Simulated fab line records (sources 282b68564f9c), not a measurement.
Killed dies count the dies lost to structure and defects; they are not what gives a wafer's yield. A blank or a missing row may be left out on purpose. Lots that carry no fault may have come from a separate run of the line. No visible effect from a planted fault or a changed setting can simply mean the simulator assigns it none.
Which tool did it? ; flow rit_cmos ; 14 lots with 42 wafers sampled at 3 steps, on a route of 202 steps

WHAT THE GAUGES READ, wafer by wafer
RIT_NLDD_TW_MEAS_10.
lot;measured;on;NLDD_TW
L380;day 2 20:00;film_metro-03;2524 2522 2515
L381;day 3 01:53;film_metro-03;2513 2512 2522
L382;day 3 05:40;film_metro-01;2483 2503 2494
L384;day 3 20:52;film_metro-01;2493 2497 2495
L385;day 3 22:26;film_metro-01;2492 2494 2479
L386;day 4 00:55;film_metro-02;2459 2452 2449
L387;day 4 07:40;film_metro-02;2674 2687 2678
L388;day 4 15:01;film_metro-01;2715 2713 2713
L390;day 5 03:59;film_metro-03;2514 2528 2521
L396;day 6 11:36;film_metro-03;2501 2491 2495
L398;day 6 15:04;film_metro-02;2464 2456 2464
L397;day 6 22:34;film_metro-01;2485 2479 2484
L399;day 6 23:52;film_metro-02;2464 2452 2451
L400;day 7 04:55;film_metro-03;2492 2497 2498

RIT_SDANNEAL_RS_MEAS_07: the measuring method here is four-point-probe.
lot;measured;on;NLDD_RS (ohm/sq)
L380;day 3 03:44;film_metro-03;150.9 151.3 151.4
L381;day 3 09:43;film_metro-03;151.2 150.7 151.0
L382;day 3 13:38;film_metro-02;151.3 151.5 151.7
L384;day 4 05:10;film_metro-02;152.1 151.8 151.7
L385;day 4 06:53;film_metro-03;151.6 151.3 151.0
L386;day 4 08:46;film_metro-03;151.5 152.0 152.1
L387;day 4 15:26;film_metro-02;114.1 113.8 113.5
L388;day 4 22:52;film_metro-02;114.1 113.6 113.3
L390;day 5 12:05;film_metro-02;151.3 151.7 151.5
L396;day 6 19:29;film_metro-03;150.5 151.1 150.7
L398;day 6 23:19;film_metro-01;152.3 152.3 152.0
L397;day 7 06:13;film_metro-01;151.3 152.0 151.9
L399;day 7 07:50;film_metro-03;151.5 151.4 151.5
L400;day 7 12:51;film_metro-03;152.2 150.9 151.2

EACH LOT AND THE TOOL THAT RAN IT (in order: tool; ch and the chambers of the sampled wafers; start)
lot;RIT_NLDD_IMPLANT_08
L380;implanter-01 ch 0, day 2 19:40
L381;implanter-04 ch 0, day 3 01:34
L382;implanter-01 ch 0, day 3 05:20
L384;implanter-01 ch 0, day 3 20:32
L385;implanter-04 ch 0, day 3 22:08
L386;implanter-04 ch 0, day 4 00:36
L387;implanter-04 ch 0, day 4 07:21
L388;implanter-04 ch 0, day 4 14:43
L390;implanter-02 ch 0, day 5 03:40
L396;implanter-01 ch 0, day 6 11:17
L398;implanter-01 ch 0, day 6 14:45
L397;implanter-02 ch 0, day 6 22:17
L399;implanter-01 ch 0, day 6 23:34
L400;implanter-01 ch 0, day 7 04:37
- RIT_NLDD_IMPLANT_08

AS READ BY THE TOOLS THEMSELVES (means over the sampled wafers that have a number; for cases with no such wafer, the mark the record gives instead)
RIT_NLDD_IMPLANT_08.
lot;tool;beam_on_s (s);faraday_current_uA
L380;implanter-01;10.00;1574
L381;implanter-04;9.99;1572
L382;implanter-01;9.93;1585
L384;implanter-01;10.10;1564
L385;implanter-04;10.17;1546
L386;implanter-04;9.96;1578
L387;implanter-04;13.95;1127
L388;implanter-04;14.02;1121
L390;implanter-02;9.98;1574
L396;implanter-01;10.00;1571
L398;implanter-01;9.65;1627
L397;implanter-02;9.87;1595
L399;implanter-01;10.14;1546
L400;implanter-01;9.90;1587

THE ANSWER, worked out from the rows above alone
Rule: usual is defined by the lots themselves. Put in order of their means at a reading, lots are off if they are a third of the lots or fewer, leave a main group of 4 or more, and stand apart from it by a gap of 3 or more times the standard deviation of the main group's means; of several such gaps the widest counts. Not used: any main group whose means are identical at the precision the tables above print for the reading. Also off: a lot with no number at a reading for which 4 or more lots have one. Where the step has rows for the other lots, those lots are counted as sound. After the gauges, taken in route order, come the tools' own readings; for these a lot's mean is taken, as printed above. The first step at which some lot is off is used, and at that step the reading that is off furthest; a lot without a number counts as furthest.
Off: L387, L388, seen at RIT_NLDD_TW_MEAS_10 (NLDD_TW). The main group: mean 2490, standard deviation 22.
A tool fits if, at a process step before that reading, it ran every lot that is off, and no sound lot after the first of them. The gauges at RIT_NLDD_TW_MEAS_10 aren't tried: what is off there is off at RIT_NLDD_IMPLANT_08 too, on other tools, and a gauge's error can't cause that. One fits: implanter-04 at RIT_NLDD_IMPLANT_08. Its last sound lot is L386 (day 4 00:36), its first lot that is off L387 (day 4 07:21): a fault that began between those two fits.
The tool's own readings at RIT_NLDD_IMPLANT_08 bear it out: on the lots that are off they differ by more than 5 times the standard deviation of the sound lots' means. beam_on_s reads 13.98 s there against 9.97 s on the sound lots; faraday_current_uA reads 1124 there against 1577 on the sound lots.

WHAT THE SIMULATOR HAD PUT IN
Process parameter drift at RIT_NLDD_IMPLANT_08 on implanter-04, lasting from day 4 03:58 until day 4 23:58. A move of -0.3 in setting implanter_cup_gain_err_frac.
Lots struck among those shown: L387, L388. Same finding as the rule above.
